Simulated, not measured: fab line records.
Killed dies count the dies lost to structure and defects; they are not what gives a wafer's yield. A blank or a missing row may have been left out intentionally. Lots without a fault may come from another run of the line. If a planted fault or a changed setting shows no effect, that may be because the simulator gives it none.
Split-lot trial || flow rit_cmos || 5 lots, 23 wafers read, on a route of 202 steps

THE SPLIT ITSELF
At RIT_PWELL_IMPLANT_08, the setting energy_kev was moved away from the recipe's 170 on 7 of the 23 wafers read, by -5.6% to +4.5%. For the rest of the wafers, this setting stayed at what the recipe calls for.

The reading comes from the split's own step.

THE READING
The simulator's own value implant.drp_nm, read by no gauge, in nm at RIT_PWELL_IMPLANT_08. The file does not state a usual value for it.

{"wafer": "L074.1", "tool, chamber at the split": "implanter-03, 0", "energy_kev as run": 170, "against the recipe": "recipe", "implant.drp_nm, nm": 102.9, "against lot-mates on the recipe": "-"}
{"wafer": "L074.2", "tool, chamber at the split": "implanter-03, 0", "energy_kev as run": 170, "against the recipe": "recipe", "implant.drp_nm, nm": 102.9, "against lot-mates on the recipe": "-"}
{"wafer": "L074.4", "tool, chamber at the split": "implanter-03, 0", "energy_kev as run": 170, "against the recipe": "recipe", "implant.drp_nm, nm": 102.9, "against lot-mates on the recipe": "-"}
{"wafer": "L076.1", "tool, chamber at the split": "implanter-03, 0", "energy_kev as run": 177.7, "against the recipe": "+4.5%", "implant.drp_nm, nm": 104.1, "against lot-mates on the recipe": "+1.2"}
{"wafer": "L076.2", "tool, chamber at the split": "implanter-03, 0", "energy_kev as run": 177.7, "against the recipe": "+4.5%", "implant.drp_nm, nm": 104.1, "against lot-mates on the recipe": "+1.2"}
{"wafer": "L076.4", "tool, chamber at the split": "implanter-03, 0", "energy_kev as run": 177.7, "against the recipe": "+4.5%", "implant.drp_nm, nm": 104.1, "against lot-mates on the recipe": "+1.2"}
{"wafer": "L076.5", "tool, chamber at the split": "implanter-03, 0", "energy_kev as run": 170, "against the recipe": "recipe", "implant.drp_nm, nm": 102.9, "against lot-mates on the recipe": "-"}
{"wafer": "L076.6", "tool, chamber at the split": "implanter-03, 0", "energy_kev as run": 170, "against the recipe": "recipe", "implant.drp_nm, nm": 102.9, "against lot-mates on the recipe": "-"}
{"wafer": "L078.1", "tool, chamber at the split": "implanter-01, 0", "energy_kev as run": 170, "against the recipe": "recipe", "implant.drp_nm, nm": 102.9, "against lot-mates on the recipe": "-"}
{"wafer": "L078.2", "tool, chamber at the split": "implanter-01, 0", "energy_kev as run": 170, "against the recipe": "recipe", "implant.drp_nm, nm": 102.9, "against lot-mates on the recipe": "-"}
{"wafer": "L078.3", "tool, chamber at the split": "implanter-01, 0", "energy_kev as run": 170, "against the recipe": "recipe", "implant.drp_nm, nm": 102.9, "against lot-mates on the recipe": "-"}
{"wafer": "L078.4", "tool, chamber at the split": "implanter-01, 0", "energy_kev as run": 160.4, "against the recipe": "-5.6%", "implant.drp_nm, nm": 100.7, "against lot-mates on the recipe": -2.2}
{"wafer": "L078.5", "tool, chamber at the split": "implanter-01, 0", "energy_kev as run": 160.4, "against the recipe": "-5.6%", "implant.drp_nm, nm": 100.7, "against lot-mates on the recipe": -2.2}
{"wafer": "L084.1", "tool, chamber at the split": "implanter-03, 0", "energy_kev as run": 170, "against the recipe": "recipe", "implant.drp_nm, nm": 102.9, "against lot-mates on the recipe": "-"}
{"wafer": "L084.4", "tool, chamber at the split": "implanter-03, 0", "energy_kev as run": 170, "against the recipe": "recipe", "implant.drp_nm, nm": 102.9, "against lot-mates on the recipe": "-"}
{"wafer": "L084.5", "tool, chamber at the split": "implanter-03, 0", "energy_kev as run": 170, "against the recipe": "recipe", "implant.drp_nm, nm": 102.9, "against lot-mates on the recipe": "-"}
{"wafer": "L084.2", "tool, chamber at the split": "implanter-03, 0", "energy_kev as run": 166, "against the recipe": "-2.4%", "implant.drp_nm, nm": 102.1, "against lot-mates on the recipe": -0.8}
{"wafer": "L084.6", "tool, chamber at the split": "implanter-03, 0", "energy_kev as run": 166, "against the recipe": "-2.4%", "implant.drp_nm, nm": 102.1, "against lot-mates on the recipe": -0.8}
{"wafer": "L085.1", "tool, chamber at the split": "implanter-03, 0", "energy_kev as run": 170, "against the recipe": "recipe", "implant.drp_nm, nm": 102.9, "against lot-mates on the recipe": "-"}
{"wafer": "L085.2", "tool, chamber at the split": "implanter-03, 0", "energy_kev as run": 170, "against the recipe": "recipe", "implant.drp_nm, nm": 102.9, "against lot-mates on the recipe": "-"}
{"wafer": "L085.3", "tool, chamber at the split": "implanter-03, 0", "energy_kev as run": 170, "against the recipe": "recipe", "implant.drp_nm, nm": 102.9, "against lot-mates on the recipe": "-"}
{"wafer": "L085.5", "tool, chamber at the split": "implanter-03, 0", "energy_kev as run": 170, "against the recipe": "recipe", "implant.drp_nm, nm": 102.9, "against lot-mates on the recipe": "-"}
{"wafer": "L085.6", "tool, chamber at the split": "implanter-03, 0", "energy_kev as run": 170, "against the recipe": "recipe", "implant.drp_nm, nm": 102.9, "against lot-mates on the recipe": "-"}

THE FIT
A straight line over all 23 wafers: implant.drp_nm changes by +0.328 nm for each +1% of energy_kev; r = +0.99; the points scatter about the line by 0.13 nm.
The same after taking each lot's own level away (the mean of its wafers on the recipe; 23 wafers): +0.328 nm for each +1%; r = +0.99; scatter 0.13 nm.
Per that fit: largest energy_kev move, reading shift of 1.9 nm.
The lots' own levels span 102.90 to 102.90 nm.
The two slopes are in agreement: the lot-to-lot level therefore moves the slope only a little.
Check: -1.82 nm against its lot-mates is what the line predicts for one of the wafers moved furthest among these (-5.6%) when that wafer is left out of the fit. Against them it came out at -2.2 nm.

ADDITIONAL SPLITS CARRIED BY THESE WAFERS
Note: prior to the reading, these wafers also went through further splits. Each is held against what the fit with the lots' levels taken away leaves over:
{"other split on the same wafers": "RIT_ACTIVE_CVD_03 temp_c", "wafers away from the commonest value": 10, "r with implant.drp_nm (lot level and that fit taken away)": "+0.09"}
{"other split on the same wafers": "RIT_ACTIVE_HMDS_05 prime_time_s", "wafers away from the commonest value": 5, "r with implant.drp_nm (lot level and that fit taken away)": "+0.21"}
{"other split on the same wafers": "RIT_NWELL_IMPLANT_08 dose_cm2", "wafers away from the commonest value": 9, "r with implant.drp_nm (lot level and that fit taken away)": "+0.02"}
{"other split on the same wafers": "RIT_PWELL_COAT_01 spin_rpm", "wafers away from the commonest value": 10, "r with implant.drp_nm (lot level and that fit taken away)": -0.29}

THE WHOLE CHAIN: every reading that the file lists as answering this split, in the file's order
{"step": "RIT_PWELL_IMPLANT_08", "what it does": "", "reading": "implant.rp_nm (the simulator's own value, which no gauge read)", "change (the file's fit)": "+3.66 nm for each +1% of the setting", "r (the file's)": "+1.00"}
{"step": "RIT_PWELL_IMPLANT_08", "what it does": "", "reading": "implant.drp_nm (the simulator's own value, which no gauge read)", "change (the file's fit)": "+0.34 nm for each +1% of the setting", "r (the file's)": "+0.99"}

FILE'S OWN FIT
implant.drp_nm changes by +0.34 nm for each +1% of energy_kev, r = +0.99.
